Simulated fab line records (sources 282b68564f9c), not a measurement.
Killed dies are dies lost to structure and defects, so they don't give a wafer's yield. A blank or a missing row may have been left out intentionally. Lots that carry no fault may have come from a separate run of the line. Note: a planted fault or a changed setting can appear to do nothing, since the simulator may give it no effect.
Split-lot experiment :: flow rit_cmos :: route with 202 steps; 5 lots, 23 wafers read

== ON THE SPLIT ==
At RIT_NSD_COAT_01 (resist thk 1000 nm), the setting resist_thk_nm was moved away from the recipe's 1000 nm on 11 of the 23 wafers read, by -5.8% to +5.7%. For the rest of the wafers, this setting stayed at what the recipe calls for.

== FROM THE SPLIT TO THE READING: what the file shows between them, 3 steps ==
- RIT_NSD_SOFTBAKE_02: time 60 s
- RIT_NSD_EXPOSE_03: exposes mask M9, target cd 40700 nm
- RIT_NSD_DEVELOP_05: develop time 50 s

== THE READING ==
NOVOLAK_of_NSD_COAT_01.thk_nm (the simulator's own value, which no gauge read), in nm, at RIT_NSD_HARDBAKE_07 (time 60 s). No usual value for it is given in the file. Across the 12 wafers here that went through the recipe, the average is 887.0 nm and the standard deviation 3.2 nm.

wafer: L074.1
tool, chamber at the split: litho_track-01, 0
resist_thk_nm as run, nm: 1000
against the recipe: recipe
NOVOLAK_of_NSD_COAT_01.thk_nm, nm: 886.9
against lot-mates on the recipe: -

wafer: L074.2
tool, chamber at the split: litho_track-01, 0
resist_thk_nm as run, nm: 1000
against the recipe: recipe
NOVOLAK_of_NSD_COAT_01.thk_nm, nm: 885.2
against lot-mates on the recipe: -

wafer: L074.3
tool, chamber at the split: litho_track-01, 0
resist_thk_nm as run, nm: 950.8
against the recipe: -4.9%
NOVOLAK_of_NSD_COAT_01.thk_nm, nm: 843.7
against lot-mates on the recipe: -42.3

wafer: L074.5
tool, chamber at the split: litho_track-01, 0
resist_thk_nm as run, nm: 950.8
against the recipe: -4.9%
NOVOLAK_of_NSD_COAT_01.thk_nm, nm: 843.6
against lot-mates on the recipe: -42.4

wafer: L074.6
tool, chamber at the split: litho_track-01, 0
resist_thk_nm as run, nm: 950.8
against the recipe: -4.9%
NOVOLAK_of_NSD_COAT_01.thk_nm, nm: 841.5
against lot-mates on the recipe: -44.5

wafer: L077.2
tool, chamber at the split: litho_track-03, 0
resist_thk_nm as run, nm: 1057
against the recipe: +5.7%
NOVOLAK_of_NSD_COAT_01.thk_nm, nm: 934.9
against lot-mates on the recipe: +49.8

wafer: L077.3
tool, chamber at the split: litho_track-03, 0
resist_thk_nm as run, nm: 1000
against the recipe: recipe
NOVOLAK_of_NSD_COAT_01.thk_nm, nm: 884
against lot-mates on the recipe: -

wafer: L077.4
tool, chamber at the split: litho_track-03, 0
resist_thk_nm as run, nm: 1057
against the recipe: +5.7%
NOVOLAK_of_NSD_COAT_01.thk_nm, nm: 935.7
against lot-mates on the recipe: +50.6

wafer: L077.5
tool, chamber at the split: litho_track-03, 0
resist_thk_nm as run, nm: 1000
against the recipe: recipe
NOVOLAK_of_NSD_COAT_01.thk_nm, nm: 886.2
against lot-mates on the recipe: -

wafer: L077.6
tool, chamber at the split: litho_track-03, 0
resist_thk_nm as run, nm: 1057
against the recipe: +5.7%
NOVOLAK_of_NSD_COAT_01.thk_nm, nm: 939.1
against lot-mates on the recipe: +54.0

wafer: L078.1
tool, chamber at the split: litho_track-03, 0
resist_thk_nm as run, nm: 976.8
against the recipe: -2.3%
NOVOLAK_of_NSD_COAT_01.thk_nm, nm: 862.7
against lot-mates on the recipe: -20.8

wafer: L078.3
tool, chamber at the split: litho_track-03, 0
resist_thk_nm as run, nm: 1000
against the recipe: recipe
NOVOLAK_of_NSD_COAT_01.thk_nm, nm: 884
against lot-mates on the recipe: -

wafer: L078.4
tool, chamber at the split: litho_track-03, 0
resist_thk_nm as run, nm: 1000
against the recipe: recipe
NOVOLAK_of_NSD_COAT_01.thk_nm, nm: 883.2
against lot-mates on the recipe: -

wafer: L078.5
tool, chamber at the split: litho_track-03, 0
resist_thk_nm as run, nm: 1000
against the recipe: recipe
NOVOLAK_of_NSD_COAT_01.thk_nm, nm: 883.3
against lot-mates on the recipe: -

wafer: L078.6
tool, chamber at the split: litho_track-03, 0
resist_thk_nm as run, nm: 976.8
against the recipe: -2.3%
NOVOLAK_of_NSD_COAT_01.thk_nm, nm: 861.2
against lot-mates on the recipe: -22.3

wafer: L081.1
tool, chamber at the split: litho_track-01, 0
resist_thk_nm as run, nm: 942.4
against the recipe: -5.8%
NOVOLAK_of_NSD_COAT_01.thk_nm, nm: 836.5
against lot-mates on the recipe: -52.0

wafer: L081.2
tool, chamber at the split: litho_track-01, 0
resist_thk_nm as run, nm: 942.4
against the recipe: -5.8%
NOVOLAK_of_NSD_COAT_01.thk_nm, nm: 840.3
against lot-mates on the recipe: -48.2

wafer: L081.3
tool, chamber at the split: litho_track-01, 0
resist_thk_nm as run, nm: 1000
against the recipe: recipe
NOVOLAK_of_NSD_COAT_01.thk_nm, nm: 888.9
against lot-mates on the recipe: -

wafer: L081.4
tool, chamber at the split: litho_track-01, 0
resist_thk_nm as run, nm: 1000
against the recipe: recipe
NOVOLAK_of_NSD_COAT_01.thk_nm, nm: 888.2
against lot-mates on the recipe: -

wafer: L081.6
tool, chamber at the split: litho_track-01, 0
resist_thk_nm as run, nm: 942.4
against the recipe: -5.8%
NOVOLAK_of_NSD_COAT_01.thk_nm, nm: 837.4
against lot-mates on the recipe: -51.1

wafer: L084.3
tool, chamber at the split: litho_track-01, 0
resist_thk_nm as run, nm: 1000
against the recipe: recipe
NOVOLAK_of_NSD_COAT_01.thk_nm, nm: 893.3
against lot-mates on the recipe: -

wafer: L084.4
tool, chamber at the split: litho_track-01, 0
resist_thk_nm as run, nm: 1000
against the recipe: recipe
NOVOLAK_of_NSD_COAT_01.thk_nm, nm: 891.7
against lot-mates on the recipe: -

wafer: L084.5
tool, chamber at the split: litho_track-01, 0
resist_thk_nm as run, nm: 1000
against the recipe: recipe
NOVOLAK_of_NSD_COAT_01.thk_nm, nm: 889.1
against lot-mates on the recipe: -

FIT RESULTS
A straight line over all 23 wafers: NOVOLAK_of_NSD_COAT_01.thk_nm changes by +8.75 nm for each +1% of resist_thk_nm; r = +1.00; the points scatter about the line by 3 nm.
The same after taking each lot's own level away (the mean of its wafers on the recipe; 23 wafers): +8.89 nm for each +1%; r = +1.00; scatter 1.4 nm.
Per that fit: largest resist_thk_nm move, reading shift of 51 nm.
From 883.50 to 891.37 nm: that is the span of the lots' own levels, equal to 2.5 times the standard deviation above.
The two slopes agree, so the slope changes little with the lot-to-lot level.
Check: for one of the wafers moved furthest among these (-5.8%), held out of the fit, the line's prediction against its lot-mates is -50.8 nm. Against them it came out at -52 nm.

== OTHER SPLITS ON THESE WAFERS ==
Other splits were also applied to these wafers ahead of the reading. Each is held against what the fit with the lots' levels taken away leaves over:
other split on the same wafers: RIT_ACTIVE_OXIDATION_01 temp_c
wafers away from the commonest value: 10
r with NOVOLAK_of_NSD_COAT_01.thk_nm (lot level and that fit taken away): -0.02

other split on the same wafers: RIT_FOX2_OXIDATION_00 ox_time_s
wafers away from the commonest value: 15
r with NOVOLAK_of_NSD_COAT_01.thk_nm (lot level and that fit taken away): -0.18

other split on the same wafers: RIT_NWELL_IMPLANT_08 energy_kev
wafers away from the commonest value: 10
r with NOVOLAK_of_NSD_COAT_01.thk_nm (lot level and that fit taken away): -0.20

other split on the same wafers: RIT_GATE_COAT_11 resist_thk_nm
wafers away from the commonest value: 5
r with NOVOLAK_of_NSD_COAT_01.thk_nm (lot level and that fit taken away): -0.18

other split on the same wafers: RIT_GATE_DEVELOP_15 dev_temp_c
wafers away from the commonest value: 9
r with NOVOLAK_of_NSD_COAT_01.thk_nm (lot level and that fit taken away): -0.11

other split on the same wafers: RIT_PLDD_SOFTBAKE_02 temp_c
wafers away from the commonest value: 9
r with NOVOLAK_of_NSD_COAT_01.thk_nm (lot level and that fit taken away): -0.07

other split on the same wafers: RIT_PLDD_IMPLANT_08 dose_cm2
wafers away from the commonest value: 7
r with NOVOLAK_of_NSD_COAT_01.thk_nm (lot level and that fit taken away): -0.38

== THE WHOLE CHAIN: every reading that the file lists as answering this split, in the file's order ==
step: RIT_NSD_COAT_01
what it does: resist thk 1000 nm
reading: NOVOLAK_of_NSD_COAT_01.thk_nm (the simulator's own value, which no gauge read)
change (the file's fit): +10.2 nm for each +1% of the setting
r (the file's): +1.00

step: RIT_NSD_HARDBAKE_07
what it does: time 60 s
reading: NOVOLAK_of_NSD_COAT_01.thk_nm (the simulator's own value, which no gauge read)
change (the file's fit): +8.89 nm for each +1% of the setting
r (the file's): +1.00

== THE FILE'S OWN FIT ==
NOVOLAK_of_NSD_COAT_01.thk_nm changes by +8.89 nm for each +1% of resist_thk_nm, r = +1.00.
